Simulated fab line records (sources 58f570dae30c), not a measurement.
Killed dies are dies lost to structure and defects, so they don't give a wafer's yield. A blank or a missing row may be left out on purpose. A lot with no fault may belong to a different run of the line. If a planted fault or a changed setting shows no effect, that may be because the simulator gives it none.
Which of the tools did it? / flow berkeley_cmos170 / Sampling: 14 lots, 42 wafers, 2 of 331 route steps

## WHAT EACH GAUGE READ, for each wafer
UCB170_CONTACT_OVL_MEAS_16.
lot=L862; measured=day 6 03:10; on=overlay-01; CONTACT_OVL (nm)=-2 0 -4
lot=L863; measured=day 7 05:24; on=overlay-02; CONTACT_OVL (nm)=-1 2 -3
lot=L865; measured=day 7 12:37; on=overlay-01; CONTACT_OVL (nm)=4 -2 8
lot=L864; measured=day 7 15:16; on=overlay-02; CONTACT_OVL (nm)=1 -5 3
lot=L867; measured=day 7 15:31; on=overlay-02; CONTACT_OVL (nm)=7 1 6
lot=L866; measured=day 8 08:08; on=overlay-02; CONTACT_OVL (nm)=-4 -5 -3
lot=L869; measured=day 8 18:01; on=overlay-01; CONTACT_OVL (nm)=4 1 2
lot=L873; measured=day 10 01:34; on=overlay-01; CONTACT_OVL (nm)=60 61 56
lot=L877; measured=day 10 02:40; on=overlay-01; CONTACT_OVL (nm)=54 52 59
lot=L879; measured=day 10 21:37; on=overlay-01; CONTACT_OVL (nm)=7 8 7
lot=L881; measured=day 11 04:23; on=overlay-01; CONTACT_OVL (nm)=-5 -5 -7
lot=L882; measured=day 11 06:49; on=overlay-01; CONTACT_OVL (nm)=5 9 2
lot=L885; measured=day 11 18:19; on=overlay-02; CONTACT_OVL (nm)=4 3 4
lot=L884; measured=day 11 18:26; on=overlay-01; CONTACT_OVL (nm)=7 12 12

## WHICH TOOL RAN EACH LOT (tool, then ch and the chambers of the sampled wafers, then the start)
lot=L862; UCB170_CONTACT_EXPOSE_12=krf_scanner-01 ch 0, day 6 02:40
lot=L863; UCB170_CONTACT_EXPOSE_12=krf_scanner-02 ch 0, day 7 04:53
lot=L865; UCB170_CONTACT_EXPOSE_12=krf_scanner-01 ch 0, day 7 12:08
lot=L864; UCB170_CONTACT_EXPOSE_12=krf_scanner-02 ch 0, day 7 14:46
lot=L867; UCB170_CONTACT_EXPOSE_12=krf_scanner-01 ch 0, day 7 15:00
lot=L866; UCB170_CONTACT_EXPOSE_12=krf_scanner-01 ch 0, day 8 07:32
lot=L869; UCB170_CONTACT_EXPOSE_12=krf_scanner-01 ch 0, day 8 17:30
lot=L873; UCB170_CONTACT_EXPOSE_12=krf_scanner-02 ch 0, day 10 01:01
lot=L877; UCB170_CONTACT_EXPOSE_12=krf_scanner-02 ch 0, day 10 01:41
lot=L879; UCB170_CONTACT_EXPOSE_12=krf_scanner-01 ch 0, day 10 21:07
lot=L881; UCB170_CONTACT_EXPOSE_12=krf_scanner-01 ch 0, day 11 03:53
lot=L882; UCB170_CONTACT_EXPOSE_12=krf_scanner-01 ch 0, day 11 06:21
lot=L885; UCB170_CONTACT_EXPOSE_12=krf_scanner-01 ch 0, day 11 17:49
lot=L884; UCB170_CONTACT_EXPOSE_12=krf_scanner-01 ch 0, day 11 17:55
- UCB170_CONTACT_EXPOSE_12: exposes mask CONT, target cd 700 nm.

## AS READ BY THE TOOLS THEMSELVES (means over the sampled wafers that have a number; for cases with no such wafer, the mark the record gives instead)
The record holds no such reading with a usual standard deviation.

## THE ANSWER, worked out from the rows above alone
Rule: the lots themselves supply what counts as usual. Put in order of their means at a reading, lots are off if they are a third of the lots or fewer, leave a main group of 4 or more, and stand apart from it by a gap of 3 or more times the standard deviation of the main group's means; of several such gaps the widest counts. A main group is skipped when, at the precision printed for the reading in the tables above, its means are all equal. A lot without any number at a reading at which 4 lots or more have one is off too. Where the step has rows for the other lots, those lots are counted as sound. After the gauges, taken in route order, come the tools' own readings; for these a lot's mean is taken, as printed above. The first step at which some lot is off is used, and at that step the reading that is off furthest; a lot without a number counts as furthest.
Off: at UCB170_CONTACT_OVL_MEAS_16 (CONTACT_OVL), L873, L877. The main group: mean 2 nm, standard deviation 4.5.
A tool fits if, at a process step before that reading, it ran every lot that is off, and no sound lot after the first of them. Those tools and the gauges at UCB170_CONTACT_OVL_MEAS_16 are tried in the same way. One fits: UCB170_CONTACT_EXPOSE_12 on krf_scanner-02. Its last sound lot is L864 (day 7 14:46), its first lot that is off L873 (day 10 01:01): a fault that began between those two fits.

## WHAT THE SIMULATOR HAD PUT IN
Scanner matching overlay: krf_scanner-02, from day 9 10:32 on, at UCB170_CONTACT_EXPOSE_12. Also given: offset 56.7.
Lots struck among those shown: L873, L877. Same finding as the rule above.
